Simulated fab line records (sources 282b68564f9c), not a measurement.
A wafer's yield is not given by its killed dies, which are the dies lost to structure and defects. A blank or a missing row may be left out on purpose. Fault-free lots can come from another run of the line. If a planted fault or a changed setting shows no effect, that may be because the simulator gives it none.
Check for tools in common ; flow rit cmos ; Lots sampled 14, wafers sampled 42

REASON FOR OPENING
2 of 14 lots carry a flag on the reading PWELL_TW at RIT_PWELL_TW_MEAS_10. Fault-free wafers read 944, with a standard deviation of 5.5.
Rule: a lot is flagged when every wafer of it that has a number lies more than 4 standard deviations from that mean, or none has a number. The other lots count as sound.

lot;measured;on;PWELL_TW, wafer by wafer;flag
L512;day 2 00:26;film metro-04;934 940 936;
L513;day 2 05:27;film metro-04;937 937 944;
L514;day 2 10:17;film metro-02;949 942 948;
L515;day 2 15:08;film metro-04;943 945 941;
L517;day 3 02:01;film metro-04;941 937 939;
L518;day 3 07:00;film metro-01;952 956 959;
L519;day 3 16:22;film metro-01;946 945 950;
L521;day 3 21:52;film metro-02;945 944 941;
L522;day 4 04:10;film metro-04;944 943 945;
L527;day 5 04:25;film metro-02;917 919 914;FLAGGED
L529;day 5 13:11;film metro-01;917 915 914;FLAGGED
L531;day 5 23:11;film metro-02;948 951 947;
L532;day 6 03:42;film metro-01;949 950 947;
L535;day 6 18:46;film metro-02;949 952 950;
The mean of the flagged lots' numbers is 916, -28 from the usual (-5 standard deviations).

WHICH TOOL EACH LOT WENT THROUGH
The record holds 1 process step before the reading, out of a route of 202 steps. Every cell lists first the tool, next ch and the chambers used by the sampled wafers, and last the start.
lot;flag;RIT_PWELL_IMPLANT_08
L512;;implanter-04 ch 0, day 2 00:10
L513;;implanter-01 ch 0, day 2 05:10
L514;;implanter-01 ch 0, day 2 10:00
L515;;implanter-01 ch 0, day 2 14:49
L517;;implanter-03 ch 0, day 3 01:41
L518;;implanter-04 ch 0, day 3 06:42
L519;;implanter-04 ch 0, day 3 16:04
L521;;implanter-01 ch 0, day 3 21:33
L522;;implanter-04 ch 0, day 4 03:52
L527;FLAGGED;implanter-01 ch 0, day 5 04:05
L529;FLAGGED;implanter-01 ch 0, day 5 12:53
L531;;implanter-04 ch 0, day 5 22:52
L532;;implanter-04 ch 0, day 6 03:23
L535;;implanter-03 ch 0, day 6 18:27
What the steps here do:
- RIT_PWELL_IMPLANT_08
- RIT_PWELL_TW_MEAS_10

FLAGGED OVER TOTAL, TOOL BY TOOL (the gauges that took the reading come last)
step;tool;lots run;flagged;share of the flagged lots;sound lots run after its first flagged lot
RIT_PWELL_IMPLANT_08;implanter-01;6;2;all;0
RIT_PWELL_IMPLANT_08;implanter-03;2;0;none;-
RIT_PWELL_IMPLANT_08;implanter-04;6;0;none;-
RIT_PWELL_TW_MEAS_10;film metro-01;4;1;some;1 (L532)
RIT_PWELL_TW_MEAS_10;film metro-02;5;1;some;2 (L531,L535)
RIT_PWELL_TW_MEAS_10;film metro-04;5;0;none;-

THE TABLE: WHAT IT ALLOWS
Rows of the table that ran each flagged lot: 1, that is implanter-01 at RIT_PWELL_IMPLANT_08.
- implanter-01 at RIT_PWELL_IMPLANT_08 ran 6 lots, 2 of them flagged. It ran its last sound lot, L521, at day 3 21:33 and its first flagged lot, L527, at day 5 04:05: a fault with its onset between the two fits. Its own readings lie more than 4 standard deviations out on every wafer of the flagged lots: dose ions cm2.
What remains is a single tool, implanter-01 at RIT_PWELL_IMPLANT_08.

WHAT THE SIMULATOR HAD PUT IN
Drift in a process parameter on implanter-01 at RIT_PWELL_IMPLANT_08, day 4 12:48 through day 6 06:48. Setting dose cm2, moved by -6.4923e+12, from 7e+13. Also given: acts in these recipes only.
Struck lots among those shown: L527, L529. This agrees with what the rule above found.
